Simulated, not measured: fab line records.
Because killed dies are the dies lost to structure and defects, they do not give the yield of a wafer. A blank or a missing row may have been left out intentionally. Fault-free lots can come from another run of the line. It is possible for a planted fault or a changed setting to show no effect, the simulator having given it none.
Which tool was responsible? | flow rit-cmos | 13 lots, 39 wafers sampled, at 3 steps of a route of 202

## WHAT THE GAUGES SHOWED, per wafer
RIT_FOX1_THK_MEAS_01. Usual: FOX1_OXIDE_THK gives 346 nm (standard deviation 6.1).
lot  | measured    | on            | FOX1_OXIDE_THK (nm) | flag
L804 | day 1 23:29 | film-metro-02 | 345 345 341         |
L805 | day 2 03:26 | film-metro-03 | 344 351 353         |
L807 | day 2 14:47 | film-metro-04 | 350 347 351         |
L808 | day 2 20:01 | film-metro-04 | 353 356 353         |
L809 | day 3 04:54 | film-metro-04 | 344 346 346         |
L810 | day 3 11:38 | film-metro-03 | 350 351 351         |
L811 | day 3 13:31 | film-metro-03 | 359 357 354         |
L813 | day 3 20:24 | film-metro-04 | 350 349 340         |
L817 | day 4 16:28 | film-metro-04 | 339 347 341         |
L822 | day 5 18:38 | film-metro-02 | 339 342 342         |
L824 | day 6 03:47 | film-metro-03 | 344 339 342         |
L825 | day 6 08:02 | film-metro-03 | 335 335 336         |
L826 | day 6 13:44 | film-metro-04 | 351 343 352         |

RIT_CONTACT_THK_MEAS_01. Usual: CONTACT_TEOS_THK gives 400 nm (standard deviation 5.2).
lot  | measured    | on            | CONTACT_TEOS_THK (nm) | flag
L804 | day 3 11:46 | film-metro-02 | 391 400 397           |
L805 | day 4 00:21 | film-metro-01 | 396 398 399           |
L807 | day 4 10:34 | film-metro-01 | 394 401 402           |
L808 | day 4 16:35 | film-metro-02 | 394 402 400           |
L809 | day 4 23:34 | film-metro-02 | 398 403 408           |
L810 | day 5 01:54 | film-metro-01 | 392 401 402           |
L811 | day 5 01:22 | film-metro-01 | 395 394 401           |
L813 | day 5 10:50 | film-metro-03 | 402 400 400           |
L817 | day 6 03:28 | film-metro-03 | 405 319 411           | OFF
L822 | day 7 12:23 | film-metro-03 | 394 401 400           |
L824 | day 7 15:47 | film-metro-03 | 397 400 403           |
L825 | day 8 02:05 | film-metro-03 | 393 403 399           |
L826 | day 8 07:04 | film-metro-02 | 399 401 405           |

## TOOL THAT RAN EACH LOT (tool first, then ch and the chambers of the sampled wafers, then the start)
lot  | RIT_CONTACT_CVD_00
L804 | pecvd-04 ch 0,2, day 3 11:43
L805 | pecvd-01 ch 1,2, day 4 00:18
L807 | pecvd-04 ch 0,1,2, day 4 10:31
L808 | pecvd-01 ch 0,1,2, day 4 16:32
L809 | pecvd-03 ch 0,1, day 4 23:31
L810 | pecvd-01 ch 0,2, day 5 01:51
L811 | pecvd-04 ch 0,1, day 5 01:19
L813 | pecvd-04 ch 0,1,2, day 5 10:46
L817 | pecvd-01 ch 0,2, day 6 03:23
L822 | pecvd-04 ch 0,1,2, day 7 12:19
L824 | pecvd-03 ch 0,2, day 7 15:44
L825 | pecvd-04 ch 0,1, day 8 02:01
L826 | pecvd-03 ch 0,1, day 8 07:01
- RIT_CONTACT_CVD_00: deposits SiO2 from TEOS, target thk 400 nm, time 61 s.

## WHAT THE TOOLS THEMSELVES READ (means of the sampled wafers that have a number; where no wafer has one, the mark that the record gives instead)
RIT_CONTACT_CVD_00. Usual: heater-power-w reads 310 W (standard deviation 52).
lot  | tool     | heater-power-w (W) | flag
L804 | pecvd-04 | 291                |
L805 | pecvd-01 | 308                |
L807 | pecvd-04 | 297                |
L808 | pecvd-01 | 316                |
L809 | pecvd-03 | 307                |
L810 | pecvd-01 | 364                |
L811 | pecvd-04 | 307                |
L813 | pecvd-04 | 320                |
L817 | pecvd-01 | 322                |
L822 | pecvd-04 | 310                |
L824 | pecvd-03 | 333                |
L825 | pecvd-04 | 305                |
L826 | pecvd-03 | 336                |

## THE ANSWER, worked out from the rows above alone
Rule: take the mean of a lot's wafers that have a number; if it is more than 3 standard deviations from the usual mean, the lot is off. A lot without any number at a reading at which 4 lots or more have one is off too. All remaining lots with rows at the step are treated as sound. The gauges are gone through in route order, then the tools' own readings, and for those a lot's mean is taken as printed above. At the first step where some lot is off, the reading lying furthest off is the one used; lots without a number count as furthest.
Off: L817, at RIT_CONTACT_THK_MEAS_01 (CONTACT_TEOS_THK).
If a tool, at a process step before that reading, ran all the lots that are off and no sound lot after the first of them, it fits. The gauges at RIT_CONTACT_THK_MEAS_01 are tried like those tools. One fits: RIT_CONTACT_CVD_00 on pecvd-01. A fault onset in the window from L810 (day 5 01:51, its last sound lot) to L817 (day 6 03:23, its first lot off) fits.

## WHAT WAS PUT IN BY THE SIMULATOR
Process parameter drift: pecvd-01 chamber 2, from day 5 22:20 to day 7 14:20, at RIT_CONTACT_CVD_00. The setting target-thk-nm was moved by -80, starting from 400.
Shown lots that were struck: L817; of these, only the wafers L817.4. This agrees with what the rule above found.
